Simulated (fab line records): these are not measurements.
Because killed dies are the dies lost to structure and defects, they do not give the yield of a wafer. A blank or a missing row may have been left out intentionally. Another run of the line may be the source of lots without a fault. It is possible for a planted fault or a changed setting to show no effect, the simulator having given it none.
Split-lot experiment / flow berkeley_cmos170 / 23 wafers read from 5 lots, route of 331 steps

ON THE SPLIT
At UCB170_CONTACT_CVD_01 (deposits PSG from SiH4/O2/PH3, target thk 700 nm, time 2820 s), the setting pressure_mtorr was moved away from the recipe's 300 mTorr on 15 of the 23 wafers read, by +9.5% to +13.0%. This setting was run at the recipe's value on the other wafers.

No step appears in the file between the split and the reading.

THE READING
Values of CONTACT_PSG_THK in nm from UCB170_CONTACT_THK_MEAS_02. Typical for fault-free wafers on this fab line: 702 nm, with standard deviation 5.5 nm.

wafer=L075.1; tool, chamber at the split=-, -; pressure_mtorr as run, mTorr=300; against the recipe=recipe; CONTACT_PSG_THK, nm=696; against lot-mates on the recipe=-
wafer=L075.2; tool, chamber at the split=-, -; pressure_mtorr as run, mTorr=300; against the recipe=recipe; CONTACT_PSG_THK, nm=697; against lot-mates on the recipe=-
wafer=L075.4; tool, chamber at the split=-, -; pressure_mtorr as run, mTorr=300; against the recipe=recipe; CONTACT_PSG_THK, nm=696; against lot-mates on the recipe=-
wafer=L075.5; tool, chamber at the split=-, -; pressure_mtorr as run, mTorr=300; against the recipe=recipe; CONTACT_PSG_THK, nm=699; against lot-mates on the recipe=-
wafer=L075.6; tool, chamber at the split=-, -; pressure_mtorr as run, mTorr=300; against the recipe=recipe; CONTACT_PSG_THK, nm=691; against lot-mates on the recipe=-
wafer=L077.1; tool, chamber at the split=-, -; pressure_mtorr as run, mTorr=328.4; against the recipe=+9.5%; CONTACT_PSG_THK, nm=732; against lot-mates on the recipe=no lot-mate on the recipe
wafer=L077.2; tool, chamber at the split=-, -; pressure_mtorr as run, mTorr=328.4; against the recipe=+9.5%; CONTACT_PSG_THK, nm=724; against lot-mates on the recipe=no lot-mate on the recipe
wafer=L077.3; tool, chamber at the split=-, -; pressure_mtorr as run, mTorr=328.4; against the recipe=+9.5%; CONTACT_PSG_THK, nm=728; against lot-mates on the recipe=no lot-mate on the recipe
wafer=L077.4; tool, chamber at the split=-, -; pressure_mtorr as run, mTorr=328.4; against the recipe=+9.5%; CONTACT_PSG_THK, nm=731; against lot-mates on the recipe=no lot-mate on the recipe
wafer=L077.6; tool, chamber at the split=-, -; pressure_mtorr as run, mTorr=328.4; against the recipe=+9.5%; CONTACT_PSG_THK, nm=732; against lot-mates on the recipe=no lot-mate on the recipe
wafer=L080.1; tool, chamber at the split=-, -; pressure_mtorr as run, mTorr=333.2; against the recipe=+11.1%; CONTACT_PSG_THK, nm=744; against lot-mates on the recipe=no lot-mate on the recipe
wafer=L080.2; tool, chamber at the split=-, -; pressure_mtorr as run, mTorr=333.2; against the recipe=+11.1%; CONTACT_PSG_THK, nm=736; against lot-mates on the recipe=no lot-mate on the recipe
wafer=L080.4; tool, chamber at the split=-, -; pressure_mtorr as run, mTorr=333.2; against the recipe=+11.1%; CONTACT_PSG_THK, nm=741; against lot-mates on the recipe=no lot-mate on the recipe
wafer=L080.5; tool, chamber at the split=-, -; pressure_mtorr as run, mTorr=333.2; against the recipe=+11.1%; CONTACT_PSG_THK, nm=747; against lot-mates on the recipe=no lot-mate on the recipe
wafer=L080.6; tool, chamber at the split=-, -; pressure_mtorr as run, mTorr=333.2; against the recipe=+11.1%; CONTACT_PSG_THK, nm=749; against lot-mates on the recipe=no lot-mate on the recipe
wafer=L085.1; tool, chamber at the split=lpcvd-02, 1; pressure_mtorr as run, mTorr=300; against the recipe=recipe; CONTACT_PSG_THK, nm=698; against lot-mates on the recipe=-
wafer=L085.2; tool, chamber at the split=lpcvd-02, 1; pressure_mtorr as run, mTorr=300; against the recipe=recipe; CONTACT_PSG_THK, nm=710; against lot-mates on the recipe=-
wafer=L085.3; tool, chamber at the split=lpcvd-02, 1; pressure_mtorr as run, mTorr=300; against the recipe=recipe; CONTACT_PSG_THK, nm=705; against lot-mates on the recipe=-
wafer=L083.2; tool, chamber at the split=-, -; pressure_mtorr as run, mTorr=338.9; against the recipe=+13.0%; CONTACT_PSG_THK, nm=751; against lot-mates on the recipe=no lot-mate on the recipe
wafer=L083.3; tool, chamber at the split=-, -; pressure_mtorr as run, mTorr=338.9; against the recipe=+13.0%; CONTACT_PSG_THK, nm=751; against lot-mates on the recipe=no lot-mate on the recipe
wafer=L083.4; tool, chamber at the split=-, -; pressure_mtorr as run, mTorr=338.9; against the recipe=+13.0%; CONTACT_PSG_THK, nm=751; against lot-mates on the recipe=no lot-mate on the recipe
wafer=L083.5; tool, chamber at the split=-, -; pressure_mtorr as run, mTorr=338.9; against the recipe=+13.0%; CONTACT_PSG_THK, nm=755; against lot-mates on the recipe=no lot-mate on the recipe
wafer=L083.6; tool, chamber at the split=-, -; pressure_mtorr as run, mTorr=338.9; against the recipe=+13.0%; CONTACT_PSG_THK, nm=749; against lot-mates on the recipe=no lot-mate on the recipe

THE FIT
A straight line over all 23 wafers: CONTACT_PSG_THK changes by +3.91 nm for each +1% of pressure_mtorr; r = +0.97; the points scatter about the line by 5.5 nm.
Too few moved wafers have a lot-mate on the recipe to fit a line with each lot's own level taken away.

THE WHOLE CHAIN: every reading that the file lists as answering this split, in the file's order
step=UCB170_CONTACT_CVD_01; what it does=deposits PSG from SiH4/O2/PH3, target thk 700 nm, time 2820 s; reading=PSG_of_CONTACT_CVD_01.thk_nm (the simulator's own value, which no gauge read); change (the file's fit)=+3.89 nm for each +1% of the setting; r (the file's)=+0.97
step=UCB170_CONTACT_THK_MEAS_02; what it does=; reading=CONTACT_PSG_THK; change (the file's fit)=+3.9 for each +1% of the setting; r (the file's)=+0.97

FILE'S OWN FIT
CONTACT_PSG_THK changes by +3.9 nm for each +1% of pressure_mtorr, r = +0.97.
